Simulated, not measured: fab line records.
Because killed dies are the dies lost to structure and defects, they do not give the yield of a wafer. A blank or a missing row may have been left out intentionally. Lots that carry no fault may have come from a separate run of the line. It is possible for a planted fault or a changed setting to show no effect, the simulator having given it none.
Which tool was responsible? + flow rit-cmos + 14 lots, 42 wafers sampled, at 2 steps of a route of 202

WHAT EACH GAUGE READ, for each wafer
RIT_ACTIVE_THK_MEAS_02.
| lot  | measured    | on            | ACTIVE_OXIDE_THK (nm) |
|------|-------------|---------------|-----------------------|
| L216 | day 1 14:52 | film-metro-02 | 48.8 48.7 49.7        |
| L217 | day 1 17:19 | film-metro-02 | 50.9 50.9 50.9        |
| L218 | day 1 22:07 | film-metro-04 | 48.5 49.9 48.8        |
| L219 | day 2 03:17 | film-metro-04 | 47.4 47.7 49.0        |
| L220 | day 2 09:20 | film-metro-03 | 51.2 52.0 51.0        |
| L221 | day 2 13:04 | film-metro-04 | 48.1 48.4 48.2        |
| L223 | day 3 00:08 | film-metro-04 | 48.7 49.7 49.2        |
| L224 | day 3 04:47 | film-metro-02 | 48.7 49.9 49.3        |
| L225 | day 3 09:46 | film-metro-04 | 50.9 51.1 50.4        |
| L226 | day 3 15:15 | film-metro-02 | 47.3 47.9 47.2        |
| L228 | day 4 00:15 | film-metro-04 | 51.6 49.5 49.9        |
| L235 | day 5 17:19 | film-metro-03 | 48.6 48.6 48.9        |
| L236 | day 5 17:20 | film-metro-04 | 48.4 49.0 48.6        |
| L239 | day 6 07:58 | film-metro-02 | 51.5 51.5 51.2        |

RIT_ACTIVE_THK_MEAS_04.
| lot  | measured    | on            | ACTIVE_NITRIDE_THK (nm) |
|------|-------------|---------------|-------------------------|
| L216 | day 1 16:21 | film-metro-02 | 150.4 150.8 149.4       |
| L217 | day 1 18:47 | film-metro-03 | 152.2 152.1 151.6       |
| L218 | day 1 23:35 | film-metro-03 | 152.3 153.3 152.6       |
| L219 | day 2 04:45 | film-metro-04 | 149.4 149.4 151.2       |
| L220 | day 2 10:49 | film-metro-02 | 149.3 148.7 148.3       |
| L221 | day 2 15:16 | film-metro-03 | 148.7 148.3 148.8       |
| L223 | day 3 01:37 | film-metro-04 | 150.6 150.2 149.1       |
| L224 | day 3 06:16 | film-metro-02 | 150.9 151.3 150.9       |
| L225 | day 3 11:20 | film-metro-04 | 149.3 148.5 148.9       |
| L226 | day 3 16:44 | film-metro-04 | 149.9 149.6 148.7       |
| L228 | day 4 01:44 | film-metro-04 | 150.5 150.2 149.4       |
| L235 | day 5 18:47 | film-metro-02 | 150.4 151.5 150.6       |
| L236 | day 5 18:49 | film-metro-03 | 148.4 149.1 149.2       |
| L239 | day 6 09:27 | film-metro-04 | 148.6 147.4 148.0       |

WHAT TOOL EACH LOT RAN ON (gives the tool, then ch and the chambers of the sampled wafers, and finally the start)
The record holds no process step before these readings.

WHAT THE TOOLS THEMSELVES READ (means of the sampled wafers that have a number; where no wafer has one, the mark that the record gives instead)
The record holds no such reading with a usual standard deviation.

THE ANSWER, worked out from the rows above alone
Rule: the usual values come from the lots themselves. Put in order of their means at a reading, lots are off if they are a third of the lots or fewer, leave a main group of 4 or more, and stand apart from it by a gap of 3 or more times the standard deviation of the main group's means; of several such gaps the widest counts. Not used: any main group whose means are identical at the precision the tables above print for the reading. Also off: a lot with no number at a reading for which 4 or more lots have one. The other lots that the step has rows for count as sound. After the gauges, taken in route order, come the tools' own readings; for these a lot's mean is taken, as printed above. At the first step where some lot is off, the reading lying furthest off is the one used; lots without a number count as furthest.
No lot is off on any of the readings shown, so nothing can be concluded from this.

WHAT THE SIMULATOR PUT IN
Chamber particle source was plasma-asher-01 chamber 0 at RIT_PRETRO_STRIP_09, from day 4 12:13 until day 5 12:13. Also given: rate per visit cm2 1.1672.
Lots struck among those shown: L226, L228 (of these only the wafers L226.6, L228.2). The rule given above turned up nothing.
